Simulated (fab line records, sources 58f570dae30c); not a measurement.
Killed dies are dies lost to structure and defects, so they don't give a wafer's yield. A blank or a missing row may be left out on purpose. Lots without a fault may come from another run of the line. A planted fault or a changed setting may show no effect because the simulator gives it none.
A struck lot beside a sound one | flow berkeley_cmos170 | 16 steps out of a route of 331
Sound: wafers L255.2, L255.3, L255.6. Struck: wafers L258.1, L258.6. (L258.3 of the same lot was not struck and is left out.) The cause comes at the end.
At each step with rows: each side's tool, then ch and its chambers, then its first start. Under that, the readings that differ: sound wafers | struck wafers | difference of the means | sigmas: that difference in standard deviations of wafers without a fault.
alike: readings whose means differ by less than 2 such deviations, and words and numbers that are the same on both sides. not compared: withheld readings, readings that some wafer has no value for, bounds like >300 that may hide the same value, and numbers for which the record gives no deviation and whose values overlap.
The two part at a step that has a row with sigmas, a row that says differs or no value, or rows on one side only. Numbers that don't overlap but have no deviation are shown without sigmas and don't part them. A reading that every wafer of one side lacks parts them only if that side has two wafers or more.

UCB170_V1_CMP_02: polishes SiO2.
  sound on cmp-02 ch 1,3, day 11 08:40; struck on cmp-01 ch 1,3, day 12 11:11
  reading            | sound             | struck      | difference | sigmas
  slurry_flow_ml_min | 151.0 150.5 150.9 | 149.6 149.3 | -1.4       | -3
  alike: head_pressure_psi, motor_current_A
UCB170_V1_BOW_MEAS_03:
  sound on film_metro-01, day 11 08:56; struck on film_metro-02, day 12 11:29
  alike: V1_BOW
UCB170_V1_THK_MEAS_04:
  sound on film_metro-01, day 11 09:02; struck on film_metro-02, day 12 11:37
  alike: V1_POLISHED_THK
then, 7 steps without rows for these wafers: UCB170_V1_CLEAN_05 (cleans in DIW); UCB170_V1_HMDS_06 (prime time 60 s); UCB170_V1_COAT_07 (resist thk 900 nm); UCB170_V1_SOFTBAKE_08 (time 60 s); UCB170_V1_EXPOSE_09 (exposes mask VIA1, target cd 700 nm); UCB170_V1_PEB_10; UCB170_V1_DEVELOP_11 (develop time 45 s).
UCB170_V1_CD_MEAS_12: target cd 700 nm.
  sound on cd_sem-01, day 11 14:37; struck on cd_sem-01, day 12 12:54
  alike: cd_nm
UCB170_V1_OVL_MEAS_13:
  sound on overlay-01, day 11 14:43; struck on overlay-02, day 12 13:01
  alike: V1_OVL
UCB170_V1_ETCH_14: etches SiO2 in CHF3/CF4/Ar, stops on Al, target depth 1250 nm, time 291 s.
  sound on rie_diel-01 ch 0,2, day 11 14:45; struck on rie_diel-04 ch 3, day 12 13:04
  reading                             | sound             | struck      | difference | sigmas
  oes_product_au (a.u.)               | 0.871 0.867 0.866 | 0.810 0.808 | -0.059     | -6
  run_length_s (s)                    | 319.7 319.7 319.7 | 362.3 362.1 | +42.5      | +99 or more
  throttle_valve_pct (%)              | 6.72 6.81 6.79    | 7.18 7.20   | +0.42      | +3
  model.KrF_of_V1_COAT_07.thk_nm (nm) | 624.1 611.3 616.4 | 571 570.1   | -47        |
  alike: cf4_flow_sccm, drypump_motor_current_A
  not compared: rf_hours_counter_h
UCB170_V1_STRIP_15: strips in O2.
  sound on plasma_asher-01 ch 0,1, day 11 14:56; struck on plasma_asher-03 ch 0,1, day 12 13:14
  reading                      | sound             | struck      | difference | sigmas
  strip_time_to_endpoint_s (s) | 15.64 15.36 15.46 | 14.39 14.37 | -1.11      | -9
  alike: drypump_motor_current_A, oes_product_au
  not compared: rf_hours_counter_h
UCB170_V1_CD_MEAS_90: target cd 700 nm.
  sound on cd_sem-01, day 11 15:03; struck on cd_sem-01, day 12 13:20
  alike: cd_nm
UCB170_M3_PROBE_99:
  the record has rows for the sound wafers here (prober-02, day 12 00:12) and none for the struck ones

WHERE THEY PART
First at UCB170_V1_CMP_02; last, within this record, at UCB170_M3_PROBE_99.

WHY: what the simulator had put in
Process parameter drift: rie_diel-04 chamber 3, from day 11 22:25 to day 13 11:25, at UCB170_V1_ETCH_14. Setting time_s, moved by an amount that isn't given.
